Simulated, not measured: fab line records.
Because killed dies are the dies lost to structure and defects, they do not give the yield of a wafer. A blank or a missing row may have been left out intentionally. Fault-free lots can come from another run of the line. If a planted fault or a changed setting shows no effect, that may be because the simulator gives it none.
Struck lot and sound lot, side by side -- flow rit-cmos -- 15 steps out of a route of 202
Sound: these wafers, L146.4, L146.5, L146.6. Wafers L160.2, L160.4, L160.5 were the ones struck. At the end, the cause is stated.
For every step that has rows: the tool of each side, followed by ch and its chambers, followed by its first start. Under that, the readings that differ: sound wafers -- struck wafers -- difference of the means -- sigmas: that difference in standard deviations of wafers without a fault.
alike: readings whose means differ by less than 2 such deviations, and words and numbers that are the same on both sides. not compared: withheld readings, readings that some wafer has no value for, bounds like >300 that may hide the same value, and numbers for which the record gives no deviation and whose values overlap.
The two part at a step that has a row with sigmas, a row that says differs or no value, or rows on one side only. Numbers that don't overlap but have no deviation are shown without sigmas and don't part them. Lack of a reading on every wafer of one side parts them only where that side has two or more wafers.

RIT_M1_RS_MEAS_01: the measuring method here is four-point-probe.
  struck on film-metro-02, day 6 18:55; sound on film-metro-04, day 3 21:38
  alike: M1_AL_RS
RIT_M1_THK_MEAS_02: measures by xrf.
  struck on film-metro-02, day 6 19:01; sound on film-metro-04, day 3 21:43
  alike: M1_AL_THK
then, 6 steps without rows for these wafers: RIT_M1_HMDS_03 (prime time 60 s); RIT_M1_COAT_04 (resist thk 1300 nm); RIT_M1_SOFTBAKE_05 (time 60 s); RIT_M1_EXPOSE_06 (exposes mask M12, target cd 2600 nm); RIT_M1_PEB_07; RIT_M1_DEVELOP_08 (develop time 68 s).
RIT_M1_CD_MEAS_09: target cd 2600 nm.
  struck on cd-sem-01, day 6 20:01; sound on cd-sem-02, day 3 22:49
  alike: cd-nm
RIT_M1_OVL_MEAS_10:
  struck on overlay-01, day 6 20:08; sound on overlay-02, day 3 22:53
  alike: M1_OVL
then, 1 step without rows for these wafers: RIT_M1_HARDBAKE_11 (time 120 s).
RIT_M1_METAL_ETCH_12: etches Al in Cl2/BCl3, stops on SiO2, time 165 s, target depth 600 nm.
  sound on rie-metal-01 ch 0,1, day 3 23:13; struck on rie-metal-02 ch 0, day 6 20:25
  alike: drypump-motor-current-A, oes-product-au, throttle-valve-pct
  not compared: rf-hours-counter-h
RIT_M1_STRIP_13: strips in nmp, time 600 s.
  sound on wet-bench-01 ch 3, day 3 23:19; struck on wet-bench-03 ch 0, day 6 20:34
reading,sound,struck,difference,sigmas
run-length-s (s),632 632 632,469 469 469,-163,-41
  alike: bath-guard-temp-C
RIT_M1_STRIP_14: strips in O2, time 180 s.
  sound on plasma-asher-04 ch 0,1, day 3 23:34; struck on plasma-asher-04 ch 1, day 6 20:46
  alike: drypump-motor-current-A, run-length-s
  not compared: rf-hours-counter-h
RIT_M1_PROBE_99:
  struck on prober-01, day 6 23:43; sound on prober-02, day 4 02:11
  alike: defect-limited-yield, killed-at-contacts, killed-at-front-end, killed-dies, killed-open, killed-short, sort_bin_3_pad_short, sort_bin_5_function, sort_bin_6_memory, sort-n-pass, sort-yield-pct

## WHERE THEY PART
Only at RIT_M1_STRIP_13, as far as this record shows. Later steps at which nothing parts them and some readings are alike: RIT_M1_STRIP_14, RIT_M1_PROBE_99.

WHY: what had been put in by the simulator
wet-bench-03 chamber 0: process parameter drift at RIT_M1_STRIP_13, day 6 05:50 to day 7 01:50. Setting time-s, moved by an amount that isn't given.
